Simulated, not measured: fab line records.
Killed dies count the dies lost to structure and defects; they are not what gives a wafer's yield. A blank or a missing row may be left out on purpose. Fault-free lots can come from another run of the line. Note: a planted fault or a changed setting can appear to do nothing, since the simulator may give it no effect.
fab line records / flow berkeleyCmos170
record: lots: 15 wafers: 45 lastDay: 12
route steps=331 shown WELLDRIVE@56 PVT@121 PLDD@155 SPACER@172
lots that met no fault: from a run of the same line without faults
startH: hours from the record's opening day to when the first of the lot's shown wafers began / waitH: how many hours have passed since the lot's step before this one / " the same as in the row above / L1.1+2: a single row standing in for several wafers / - no value, or no start given / * or withheld: withheld / < > ~ a bound
route shown NAME@n: NAME is a module with steps in the file, n the number in the route of the first one / usual: mean/standard deviation of fault-free wafers / same: alike in all rows / chamber/n: place in a boat / sites: per-site readings / _std_site: standard deviation of those values / _edge_site: outer sites' mean less inner sites' / radiusMm: for every site, how far away it sits from the centre of the wafer / mask NAME#n: copy n / behind: the most recent tool/chamber to have shaped the wafer / hold: what put the lot on hold/how long, in hours/how the hold closed / device: transistor that didn't switch, given as n, p or np / end of line: the tests these same wafers got at the end of their route / for a step that has no rows: nothing shown but its recipe / killed: at the first sort, the dies lost to defects and structure; wafer yield is something else / map: per-die view of a wafer (x killed, . not killed, _ where there is no die)
set.NAME: setting as actually run; set.NAME@STEP: the setting as run at that earlier step / model.NAME: the simulator's own value behind a step, which no gauge read
route steps across a sampled set of lots; one table per step, one row per wafer
services: a tool's chamber out of use, with start hour (startH, from the record's first day; less than 0 if before it), hours out, and reason
== steps ==
step: UCB170_WELLDRIVE_OXIDATION_01
recipe: tempC: 1100 ambient: O2 targetThkA: 1990 oxTimeS: 9000
usual: oxTempC: 1100.1/0.44 oxTempCMax: 1105.6/1.3 zonePowerSourcePct: 38/3.6
lot.wafer=L661.1 tool=furnace-04 chamber=0 startH=77.14 waitH=1.5 oxTempC=1100.2 oxTempCMax=1106.0 zonePowerSourcePct=34
lot.wafer=L661.2 tool=furnace-04 chamber=0 startH=77.14 waitH=1.5 oxTempC=1099.7 oxTempCMax=1106.0 zonePowerSourcePct=35
lot.wafer=L661.5 tool=furnace-04 chamber=0 startH=77.14 waitH=1.5 oxTempC=1099.2 oxTempCMax=1103.3 zonePowerSourcePct=34
lot.wafer=L664.1 tool=furnace-03 chamber=0 startH=102.02 waitH=3.1 oxTempC=1100.0 oxTempCMax=1106.6 zonePowerSourcePct=45
lot.wafer=L664.4 tool=furnace-03 chamber=0 startH=102.02 waitH=3.1 oxTempC=1100.6 oxTempCMax=1107.3 zonePowerSourcePct=45
lot.wafer=L664.5 tool=furnace-03 chamber=0 startH=102.02 waitH=3.1 oxTempC=1100.7 oxTempCMax=1108.6 zonePowerSourcePct=45
lot.wafer=L666.1 tool=furnace-01 chamber=0 startH=111.14 waitH=1.3 oxTempC=1100.5 oxTempCMax=1105.4 zonePowerSourcePct=38
lot.wafer=L666.2 tool=furnace-01 chamber=0 startH=111.14 waitH=1.3 oxTempC=1100.4 oxTempCMax=1107.2 zonePowerSourcePct=39
lot.wafer=L666.3 tool=furnace-01 chamber=0 startH=111.14 waitH=1.3 oxTempC=1100.2 oxTempCMax=1106.1 zonePowerSourcePct=39
lot.wafer=L667.1 tool=furnace-01 chamber=0 startH=115.97 waitH=1.3 oxTempC=1100.0 oxTempCMax=1103.9 zonePowerSourcePct=40
lot.wafer=L667.3 tool=furnace-01 chamber=0 startH=115.97 waitH=1.3 oxTempC=1099.9 oxTempCMax=1103.9 zonePowerSourcePct=39
lot.wafer=L667.5 tool=furnace-01 chamber=0 startH=115.97 waitH=1.3 oxTempC=1099.7 oxTempCMax=1105.4 zonePowerSourcePct=39
lot.wafer=L668.2 tool=furnace-01 chamber=0 startH=115.97 waitH=1.3 oxTempC=1100.3 oxTempCMax=1105.3 zonePowerSourcePct=39
lot.wafer=L668.4 tool=furnace-01 chamber=0 startH=115.97 waitH=1.3 oxTempC=1100.2 oxTempCMax=1106.4 zonePowerSourcePct=39
lot.wafer=L668.5 tool=furnace-01 chamber=0 startH=115.97 waitH=1.3 oxTempC=1100.8 oxTempCMax=1107.5 zonePowerSourcePct=39
lot.wafer=L669.2 tool=furnace-01 chamber=0 startH=115.97 waitH=3.5 oxTempC=1099.6 oxTempCMax=1104.1 zonePowerSourcePct=39
lot.wafer=L669.5 tool=furnace-01 chamber=0 startH=115.97 waitH=3.5 oxTempC=1099.5 oxTempCMax=1104.4 zonePowerSourcePct=39
lot.wafer=L669.6 tool=furnace-01 chamber=0 startH=115.97 waitH=3.5 oxTempC=1099.7 oxTempCMax=1104.7 zonePowerSourcePct=39
lot.wafer=L670.2 tool=furnace-03 chamber=0 startH=126.25 waitH=2.2 oxTempC=1100.0 oxTempCMax=1106.2 zonePowerSourcePct=45
lot.wafer=L670.5 tool=furnace-03 chamber=0 startH=126.25 waitH=2.2 oxTempC=1099.9 oxTempCMax=1108.1 zonePowerSourcePct=45
lot.wafer=L670.6 tool=furnace-03 chamber=0 startH=126.25 waitH=2.2 oxTempC=1100.2 oxTempCMax=1107.4 zonePowerSourcePct=45
lot.wafer=L672.1 tool=furnace-04 chamber=0 startH=133.87 waitH=2.7 oxTempC=1100.1 oxTempCMax=1104.3 zonePowerSourcePct=35
lot.wafer=L672.2 tool=furnace-04 chamber=0 startH=133.87 waitH=2.7 oxTempC=1100.3 oxTempCMax=1105.0 zonePowerSourcePct=34
lot.wafer=L672.3 tool=furnace-04 chamber=0 startH=133.87 waitH=2.7 oxTempC=1099.6 oxTempCMax=1105.0 zonePowerSourcePct=34
lot.wafer=L673.4 tool=furnace-04 chamber=0 startH=133.87 waitH=2.5 oxTempC=1100.9 oxTempCMax=1106.8 zonePowerSourcePct=35
lot.wafer=L673.5 tool=furnace-04 chamber=0 startH=133.87 waitH=2.5 oxTempC=1099.7 oxTempCMax=1106.6 zonePowerSourcePct=34
lot.wafer=L673.6 tool=furnace-04 chamber=0 startH=133.87 waitH=2.5 oxTempC=1100.1 oxTempCMax=1104.3 zonePowerSourcePct=34
lot.wafer=L671.1 tool=furnace-01 chamber=- startH=139.11 waitH=4.3 oxTempC=- oxTempCMax=- zonePowerSourcePct=-
lot.wafer=L671.3 tool=furnace-01 chamber=- startH=139.11 waitH=4.3 oxTempC=- oxTempCMax=- zonePowerSourcePct=-
lot.wafer=L671.4 tool=furnace-01 chamber=- startH=139.11 waitH=4.3 oxTempC=- oxTempCMax=- zonePowerSourcePct=-
lot.wafer=L674.1 tool=furnace-04 chamber=- startH=145.15 waitH=4.4 oxTempC=- oxTempCMax=- zonePowerSourcePct=-
lot.wafer=L674.5 tool=furnace-04 chamber=- startH=145.15 waitH=4.4 oxTempC=- oxTempCMax=- zonePowerSourcePct=-
lot.wafer=L674.6 tool=furnace-04 chamber=- startH=145.15 waitH=4.4 oxTempC=- oxTempCMax=- zonePowerSourcePct=-
lot.wafer=L675.1 tool=furnace-04 chamber=- startH=145.15 waitH=0.6 oxTempC=- oxTempCMax=- zonePowerSourcePct=-
lot.wafer=L675.2 tool=furnace-04 chamber=- startH=145.15 waitH=0.6 oxTempC=- oxTempCMax=- zonePowerSourcePct=-
lot.wafer=L675.3 tool=furnace-04 chamber=- startH=145.15 waitH=0.6 oxTempC=- oxTempCMax=- zonePowerSourcePct=-
lot.wafer=L677.3 tool=furnace-04 chamber=0 startH=161.49 waitH=3.3 oxTempC=1100.6 oxTempCMax=1105.8 zonePowerSourcePct=34
lot.wafer=L677.5 tool=furnace-04 chamber=0 startH=161.49 waitH=3.3 oxTempC=1100.1 oxTempCMax=1104.2 zonePowerSourcePct=34
lot.wafer=L677.6 tool=furnace-04 chamber=0 startH=161.49 waitH=3.3 oxTempC=1100.1 oxTempCMax=1104.6 zonePowerSourcePct=34
lot.wafer=L679.1 tool=furnace-01 chamber=0 startH=170.78 waitH=3.4 oxTempC=1100.5 oxTempCMax=1106.2 zonePowerSourcePct=39
lot.wafer=L679.3 tool=furnace-01 chamber=0 startH=170.78 waitH=3.4 oxTempC=1100.0 oxTempCMax=1104.7 zonePowerSourcePct=39
lot.wafer=L679.4 tool=furnace-01 chamber=0 startH=170.78 waitH=3.4 oxTempC=1100.0 oxTempCMax=1104.1 zonePowerSourcePct=39
lot.wafer=L680.1 tool=furnace-01 chamber=0 startH=178.53 waitH=3.2 oxTempC=1100.0 oxTempCMax=1106.1 zonePowerSourcePct=39
lot.wafer=L680.3 tool=furnace-01 chamber=0 startH=178.53 waitH=3.2 oxTempC=1100.0 oxTempCMax=1104.8 zonePowerSourcePct=38
lot.wafer=L680.6 tool=furnace-01 chamber=0 startH=178.53 waitH=3.2 oxTempC=1099.5 oxTempCMax=1105.3 zonePowerSourcePct=39
step: UCB170_PVT_OVL_MEAS_06
usual: PVT_OVL: 2/4.9
lot.wafer=L661.1 tool=overlay-02 chamber=- startH=132.20 waitH=- PVT_OVL[nm]=1
lot.wafer=L661.2 tool=overlay-02 chamber=- startH=132.20 waitH=- PVT_OVL[nm]=12
lot.wafer=L661.5 tool=overlay-02 chamber=- startH=132.20 waitH=- PVT_OVL[nm]=7
lot.wafer=L664.1 tool=overlay-02 chamber=- startH=160.10 waitH=- PVT_OVL[nm]=-1
lot.wafer=L664.4 tool=overlay-02 chamber=- startH=160.10 waitH=- PVT_OVL[nm]=1
lot.wafer=L664.5 tool=overlay-02 chamber=- startH=160.10 waitH=- PVT_OVL[nm]=-5
lot.wafer=L666.1 tool=overlay-02 chamber=- startH=166.03 waitH=- PVT_OVL[nm]=8
lot.wafer=L666.2 tool=overlay-02 chamber=- startH=166.03 waitH=- PVT_OVL[nm]=9
lot.wafer=L666.3 tool=overlay-02 chamber=- startH=166.03 waitH=- PVT_OVL[nm]=11
lot.wafer=L669.2 tool=overlay-01 chamber=- startH=176.26 waitH=- PVT_OVL[nm]=-7
lot.wafer=L669.5 tool=overlay-01 chamber=- startH=176.26 waitH=- PVT_OVL[nm]=-2
lot.wafer=L669.6 tool=overlay-01 chamber=- startH=176.26 waitH=- PVT_OVL[nm]=-7
lot.wafer=L668.2 tool=overlay-01 chamber=- startH=176.49 waitH=- PVT_OVL[nm]=3
lot.wafer=L668.4 tool=overlay-01 chamber=- startH=176.49 waitH=- PVT_OVL[nm]=-3
lot.wafer=L668.5 tool=overlay-01 chamber=- startH=176.49 waitH=- PVT_OVL[nm]=3
lot.wafer=L667.1 tool=overlay-02 chamber=- startH=176.53 waitH=- PVT_OVL[nm]=9
lot.wafer=L667.3 tool=overlay-02 chamber=- startH=176.53 waitH=- PVT_OVL[nm]=-1
lot.wafer=L667.5 tool=overlay-02 chamber=- startH=176.53 waitH=- PVT_OVL[nm]=2
lot.wafer=L670.2 tool=overlay-02 chamber=- startH=183.95 waitH=- PVT_OVL[nm]=-6
lot.wafer=L670.5 tool=overlay-02 chamber=- startH=183.95 waitH=- PVT_OVL[nm]=-9
lot.wafer=L670.6 tool=overlay-02 chamber=- startH=183.95 waitH=- PVT_OVL[nm]=2
lot.wafer=L672.1 tool=overlay-02 chamber=- startH=194.42 waitH=- PVT_OVL[nm]=0
lot.wafer=L672.2 tool=overlay-02 chamber=- startH=194.42 waitH=- PVT_OVL[nm]=-6
lot.wafer=L672.3 tool=overlay-02 chamber=- startH=194.42 waitH=- PVT_OVL[nm]=0
lot.wafer=L673.4 tool=overlay-01 chamber=- startH=194.72 waitH=- PVT_OVL[nm]=10
lot.wafer=L673.5 tool=overlay-01 chamber=- startH=194.72 waitH=- PVT_OVL[nm]=4
lot.wafer=L673.6 tool=overlay-01 chamber=- startH=194.72 waitH=- PVT_OVL[nm]=14
lot.wafer=L677.3 tool=overlay-01 chamber=- startH=223.36 waitH=- PVT_OVL[nm]=-3
lot.wafer=L677.5 tool=overlay-01 chamber=- startH=223.36 waitH=- PVT_OVL[nm]=0
lot.wafer=L677.6 tool=overlay-01 chamber=- startH=223.36 waitH=- PVT_OVL[nm]=2
lot.wafer=L679.1 tool=overlay-01 chamber=- startH=228.76 waitH=- PVT_OVL[nm]=3
lot.wafer=L679.3 tool=overlay-01 chamber=- startH=228.76 waitH=- PVT_OVL[nm]=0
lot.wafer=L679.4 tool=overlay-01 chamber=- startH=228.76 waitH=- PVT_OVL[nm]=3
lot.wafer=L680.1 tool=overlay-02 chamber=- startH=239.88 waitH=- PVT_OVL[nm]=3
lot.wafer=L680.3 tool=overlay-02 chamber=- startH=239.88 waitH=- PVT_OVL[nm]=6
lot.wafer=L680.6 tool=overlay-02 chamber=- startH=239.88 waitH=- PVT_OVL[nm]=1
step: UCB170_PLDD_STRIP_10
recipe: chemistry: O2 powerW: 400 pressureMtorr: 3500 platenTempC: withheld o2FlowSccm: 400 overashFraction: 0.5
usual: drypumpMotorCurrentA: 5.9/0.38 oesProductAu: 0.734/0.0044 stripTimeToEndpointS: 21.63/0.054
lot.wafer=L661.1 tool=plasmaAsher-01 chamber=1 startH=153.09 waitH=0.1 drypumpMotorCurrentA=6.3 oesProductAu=0.729 rfHoursCounterH=46 stripTimeToEndpointS=21.58
lot.wafer=L661.2 tool=plasmaAsher-01 chamber=0 startH=153.09 waitH=0.1 drypumpMotorCurrentA=6.1 oesProductAu=0.731 rfHoursCounterH=46 stripTimeToEndpointS=21.61
lot.wafer=L661.5 tool=plasmaAsher-01 chamber=0 startH=153.09 waitH=0.1 drypumpMotorCurrentA=6.1 oesProductAu=0.730 rfHoursCounterH=- stripTimeToEndpointS=21.58
lot.wafer=L664.1 tool=plasmaAsher-02 chamber=0 startH=178.12 waitH=0.1 drypumpMotorCurrentA=5.8 oesProductAu=0.731 rfHoursCounterH=37 stripTimeToEndpointS=21.65
lot.wafer=L664.4 tool=plasmaAsher-02 chamber=1 startH=178.12 waitH=0.1 drypumpMotorCurrentA=5.5 oesProductAu=0.729 rfHoursCounterH=- stripTimeToEndpointS=21.67
lot.wafer=L664.5 tool=plasmaAsher-02 chamber=1 startH=178.12 waitH=0.1 drypumpMotorCurrentA=5.5 oesProductAu=0.725 rfHoursCounterH=- stripTimeToEndpointS=21.71
lot.wafer=L666.1 tool=plasmaAsher-04 chamber=1 startH=183.02 waitH=0.1 drypumpMotorCurrentA=6.4 oesProductAu=0.736 rfHoursCounterH=50 stripTimeToEndpointS=21.56
lot.wafer=L666.2 tool=plasmaAsher-04 chamber=0 startH=183.02 waitH=0.1 drypumpMotorCurrentA=5.3 oesProductAu=0.727 rfHoursCounterH=50 stripTimeToEndpointS=21.60
lot.wafer=L666.3 tool=plasmaAsher-04 chamber=0 startH=183.02 waitH=0.1 drypumpMotorCurrentA=5.3 oesProductAu=0.736 rfHoursCounterH=- stripTimeToEndpointS=21.61
lot.wafer=L669.2 tool=plasmaAsher-02 chamber=1 startH=194.07 waitH=0.1 drypumpMotorCurrentA=5.4 oesProductAu=0.745 rfHoursCounterH=38 stripTimeToEndpointS=21.56
lot.wafer=L669.5 tool=plasmaAsher-02 chamber=0 startH=194.07 waitH=0.1 drypumpMotorCurrentA=5.8 oesProductAu=0.726 rfHoursCounterH=- stripTimeToEndpointS=21.58
lot.wafer=L669.6 tool=plasmaAsher-02 chamber=1 startH=194.07 waitH=0.1 drypumpMotorCurrentA=5.4 oesProductAu=0.737 rfHoursCounterH=- stripTimeToEndpointS=21.59
lot.wafer=L668.2 tool=plasmaAsher-04 chamber=0 startH=194.34 waitH=0.1 drypumpMotorCurrentA=5.3 oesProductAu=0.735 rfHoursCounterH=51 stripTimeToEndpointS=21.66
lot.wafer=L668.4 tool=plasmaAsher-04 chamber=1 startH=194.34 waitH=0.1 drypumpMotorCurrentA=6.4 oesProductAu=0.734 rfHoursCounterH=- stripTimeToEndpointS=21.61
lot.wafer=L668.5 tool=plasmaAsher-04 chamber=1 startH=194.34 waitH=0.1 drypumpMotorCurrentA=6.4 oesProductAu=0.726 rfHoursCounterH=- stripTimeToEndpointS=21.64
lot.wafer=L667.1 tool=plasmaAsher-02 chamber=1 startH=194.62 waitH=0.1 drypumpMotorCurrentA=5.5 oesProductAu=0.728 rfHoursCounterH=38 stripTimeToEndpointS=21.71
lot.wafer=L667.3 tool=plasmaAsher-02 chamber=1 startH=194.62 waitH=0.1 drypumpMotorCurrentA=5.5 oesProductAu=0.738 rfHoursCounterH=- stripTimeToEndpointS=21.78
lot.wafer=L667.5 tool=plasmaAsher-02 chamber=1 startH=194.62 waitH=0.1 drypumpMotorCurrentA=5.5 oesProductAu=0.735 rfHoursCounterH=- stripTimeToEndpointS=21.76
lot.wafer=L670.2 tool=plasmaAsher-02 chamber=1 startH=200.60 waitH=0.1 drypumpMotorCurrentA=5.4 oesProductAu=0.732 rfHoursCounterH=39 stripTimeToEndpointS=21.56
lot.wafer=L670.5 tool=plasmaAsher-02 chamber=1 startH=200.60 waitH=0.1 drypumpMotorCurrentA=5.5 oesProductAu=0.739 rfHoursCounterH=- stripTimeToEndpointS=21.57
lot.wafer=L670.6 tool=plasmaAsher-02 chamber=0 startH=200.60 waitH=0.1 drypumpMotorCurrentA=5.8 oesProductAu=0.733 rfHoursCounterH=- stripTimeToEndpointS=21.63
lot.wafer=L673.4 tool=plasmaAsher-02 chamber=0 startH=209.22 waitH=0.1 drypumpMotorCurrentA=5.8 oesProductAu=0.739 rfHoursCounterH=- stripTimeToEndpointS=21.69
lot.wafer=L673.5 tool=plasmaAsher-02 chamber=1 startH=209.22 waitH=0.1 drypumpMotorCurrentA=5.5 oesProductAu=0.742 rfHoursCounterH=- stripTimeToEndpointS=21.61
lot.wafer=L673.6 tool=plasmaAsher-02 chamber=0 startH=209.22 waitH=0.1 drypumpMotorCurrentA=5.8 oesProductAu=0.733 rfHoursCounterH=- stripTimeToEndpointS=21.68
lot.wafer=L672.1 tool=plasmaAsher-01 chamber=0 startH=209.48 waitH=0.1 drypumpMotorCurrentA=6.1 oesProductAu=0.731 rfHoursCounterH=52 stripTimeToEndpointS=21.62
lot.wafer=L672.2 tool=plasmaAsher-01 chamber=1 startH=209.48 waitH=0.1 drypumpMotorCurrentA=6.3 oesProductAu=0.734 rfHoursCounterH=52 stripTimeToEndpointS=21.71
lot.wafer=L672.3 tool=plasmaAsher-01 chamber=0 startH=209.48 waitH=0.1 drypumpMotorCurrentA=6.1 oesProductAu=0.732 rfHoursCounterH=- stripTimeToEndpointS=21.62
lot.wafer=L677.3 tool=plasmaAsher-01 chamber=1 startH=237.16 waitH=0.1 drypumpMotorCurrentA=6.3 oesProductAu=0.735 rfHoursCounterH=- stripTimeToEndpointS=21.61
lot.wafer=L677.5 tool=plasmaAsher-01 chamber=0 startH=237.16 waitH=0.1 drypumpMotorCurrentA=6.1 oesProductAu=0.726 rfHoursCounterH=- stripTimeToEndpointS=21.58
lot.wafer=L677.6 tool=plasmaAsher-01 chamber=1 startH=237.16 waitH=0.1 drypumpMotorCurrentA=6.3 oesProductAu=0.735 rfHoursCounterH=- stripTimeToEndpointS=21.56
lot.wafer=L679.1 tool=plasmaAsher-01 chamber=1 startH=240.72 waitH=0.1 drypumpMotorCurrentA=6.3 oesProductAu=0.736 rfHoursCounterH=55 stripTimeToEndpointS=21.63
lot.wafer=L679.3 tool=plasmaAsher-01 chamber=1 startH=240.72 waitH=0.1 drypumpMotorCurrentA=6.3 oesProductAu=0.734 rfHoursCounterH=- stripTimeToEndpointS=21.67
lot.wafer=L679.4 tool=plasmaAsher-01 chamber=0 startH=240.72 waitH=0.1 drypumpMotorCurrentA=6.1 oesProductAu=0.728 rfHoursCounterH=- stripTimeToEndpointS=21.68
lot.wafer=L680.1 tool=plasmaAsher-01 chamber=0 startH=254.84 waitH=0.1 drypumpMotorCurrentA=6.1 oesProductAu=0.732 rfHoursCounterH=57 stripTimeToEndpointS=21.59
lot.wafer=L680.3 tool=plasmaAsher-01 chamber=0 startH=254.84 waitH=0.1 drypumpMotorCurrentA=6.1 oesProductAu=0.734 rfHoursCounterH=- stripTimeToEndpointS=21.57
lot.wafer=L680.6 tool=plasmaAsher-01 chamber=1 startH=254.84 waitH=0.1 drypumpMotorCurrentA=6.3 oesProductAu=0.735 rfHoursCounterH=- stripTimeToEndpointS=21.59
step: UCB170_SPACER_THK_MEAS_01
recipe: reads: SiO2_of_SPACER_CVD_00
usual: SPACER_TEOS_THK: 375/5.2
lot.wafer=L661.1 tool=filmMetro-03 chamber=- startH=156.11 waitH=0.0 SPACER_TEOS_THK[nm]=370
lot.wafer=L661.2 tool=filmMetro-03 chamber=- startH=156.11 waitH=0.0 SPACER_TEOS_THK[nm]=372
lot.wafer=L661.5 tool=filmMetro-03 chamber=- startH=156.11 waitH=0.0 SPACER_TEOS_THK[nm]=378
lot.wafer=L664.1 tool=filmMetro-02 chamber=- startH=180.27 waitH=0.0 SPACER_TEOS_THK[nm]=376
lot.wafer=L664.4 tool=filmMetro-02 chamber=- startH=180.27 waitH=0.0 SPACER_TEOS_THK[nm]=380
lot.wafer=L664.5 tool=filmMetro-02 chamber=- startH=180.27 waitH=0.0 SPACER_TEOS_THK[nm]=376
lot.wafer=L666.1 tool=filmMetro-02 chamber=- startH=186.69 waitH=0.0 SPACER_TEOS_THK[nm]=373
lot.wafer=L666.2 tool=filmMetro-02 chamber=- startH=186.69 waitH=0.0 SPACER_TEOS_THK[nm]=360
lot.wafer=L666.3 tool=filmMetro-02 chamber=- startH=186.69 waitH=0.0 SPACER_TEOS_THK[nm]=373
lot.wafer=L669.2 tool=filmMetro-04 chamber=- startH=196.71 waitH=0.0 SPACER_TEOS_THK[nm]=373
lot.wafer=L669.5 tool=filmMetro-04 chamber=- startH=196.71 waitH=0.0 SPACER_TEOS_THK[nm]=386
lot.wafer=L669.6 tool=filmMetro-04 chamber=- startH=196.71 waitH=0.0 SPACER_TEOS_THK[nm]=372
lot.wafer=L668.2 tool=filmMetro-03 chamber=- startH=197.08 waitH=0.0 SPACER_TEOS_THK[nm]=373
lot.wafer=L668.4 tool=filmMetro-03 chamber=- startH=197.08 waitH=0.0 SPACER_TEOS_THK[nm]=382
lot.wafer=L668.5 tool=filmMetro-03 chamber=- startH=197.08 waitH=0.0 SPACER_TEOS_THK[nm]=375
lot.wafer=L667.1 tool=filmMetro-04 chamber=- startH=197.55 waitH=0.0 SPACER_TEOS_THK[nm]=375
lot.wafer=L667.3 tool=filmMetro-04 chamber=- startH=197.55 waitH=0.0 SPACER_TEOS_THK[nm]=368
lot.wafer=L667.5 tool=filmMetro-04 chamber=- startH=197.55 waitH=0.0 SPACER_TEOS_THK[nm]=375
lot.wafer=L670.2 tool=filmMetro-03 chamber=- startH=202.62 waitH=0.0 SPACER_TEOS_THK[nm]=362
lot.wafer=L670.5 tool=filmMetro-03 chamber=- startH=202.62 waitH=0.0 SPACER_TEOS_THK[nm]=371
lot.wafer=L670.6 tool=filmMetro-03 chamber=- startH=202.62 waitH=0.0 SPACER_TEOS_THK[nm]=366
lot.wafer=L673.4 tool=filmMetro-04 chamber=- startH=211.41 waitH=0.0 SPACER_TEOS_THK[nm]=380
lot.wafer=L673.5 tool=filmMetro-04 chamber=- startH=211.41 waitH=0.0 SPACER_TEOS_THK[nm]=381
lot.wafer=L673.6 tool=filmMetro-04 chamber=- startH=211.41 waitH=0.0 SPACER_TEOS_THK[nm]=380
lot.wafer=L672.1 tool=filmMetro-03 chamber=- startH=211.65 waitH=0.0 SPACER_TEOS_THK[nm]=369
lot.wafer=L672.2 tool=filmMetro-03 chamber=- startH=211.65 waitH=0.0 SPACER_TEOS_THK[nm]=373
lot.wafer=L672.3 tool=filmMetro-03 chamber=- startH=211.65 waitH=0.0 SPACER_TEOS_THK[nm]=374
lot.wafer=L677.3 tool=filmMetro-04 chamber=- startH=239.19 waitH=0.0 SPACER_TEOS_THK[nm]=375
lot.wafer=L677.5 tool=filmMetro-04 chamber=- startH=239.19 waitH=0.0 SPACER_TEOS_THK[nm]=380
lot.wafer=L677.6 tool=filmMetro-04 chamber=- startH=239.19 waitH=0.0 SPACER_TEOS_THK[nm]=378
lot.wafer=L679.1 tool=filmMetro-02 chamber=- startH=243.16 waitH=0.0 SPACER_TEOS_THK[nm]=375
lot.wafer=L679.3 tool=filmMetro-02 chamber=- startH=243.16 waitH=0.0 SPACER_TEOS_THK[nm]=378
lot.wafer=L679.4 tool=filmMetro-02 chamber=- startH=243.16 waitH=0.0 SPACER_TEOS_THK[nm]=381
lot.wafer=L680.1 tool=filmMetro-04 chamber=- startH=256.95 waitH=0.0 SPACER_TEOS_THK[nm]=375
lot.wafer=L680.3 tool=filmMetro-04 chamber=- startH=256.95 waitH=0.0 SPACER_TEOS_THK[nm]=377
lot.wafer=L680.6 tool=filmMetro-04 chamber=- startH=256.95 waitH=0.0 SPACER_TEOS_THK[nm]=383
== services ==
tool=furnace-04 chamber=- startH=54.24 hours=5.0 kind=pm
tool=plasmaAsher-04 chamber=- startH=55.00 hours=4.0 kind=repair
tool=plasmaAsher-04 chamber=- startH=66.64 hours=2.8 kind=pm
tool=plasmaAsher-02 chamber=- startH=67.20 hours=1.6 kind=repair
tool=furnace-01 chamber=- startH=69.94 hours=18.8 kind=repair
tool=plasmaAsher-04 chamber=- startH=95.93 hours=6.5 kind=repair
tool=plasmaAsher-02 chamber=- startH=113.90 hours=3.8 kind=repair
tool=furnace-03 chamber=- startH=164.82 hours=3.3 kind=pm
tool=furnace-04 chamber=- startH=221.80 hours=3.3 kind=pm
tool=plasmaAsher-02 chamber=- startH=234.05 hours=2.1 kind=repair
== key ==
firstSign: step: UCB170_WELLDRIVE_OXIDATION_01 reading: toolRecord direction: missing
effect none on later readings
metAt UCB170_WELLDRIVE_OXIDATION_01
struckLots L671,L674,L675
laterRowsLeftOut L671.1,L671.3,L671.4,L674.1,L674.5,L674.6,L675.1,L675.2,L675.3
sortLeftOut L671.1,L671.3,L671.4,L674.1,L674.5,L674.6,L675.1,L675.2,L675.3
testerLeftOut L671,L674,L675
notActingAt UCB170_PVT_OVL_MEAS_06,UCB170_PLDD_STRIP_10,UCB170_SPACER_THK_MEAS_01
onsetBetween 133.87 139.11
fault: kind: skippedStepWhole tool: furnace-01,furnace-04 chamber: - onsetH: 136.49 steps: UCB170_WELLDRIVE_OXIDATION_01 scope: struckLotsOnly
testerLeftOut: of these lots the tester's yield and bins aren't shown, on N5 and GAA mostly nor the transistor test; their killed dies are dies lost to structure and defects alone, not to doping, threshold or leakage, so they don't give the yield
sortLeftOut: the simulated sort isn't trusted on such a fault, so these wafers' sort isn't shown, and their yield isn't known
laterRowsLeftOut: the simulator's readings of these wafers behind a module that went badly wrong aren't trusted and aren't shown, but for the sort
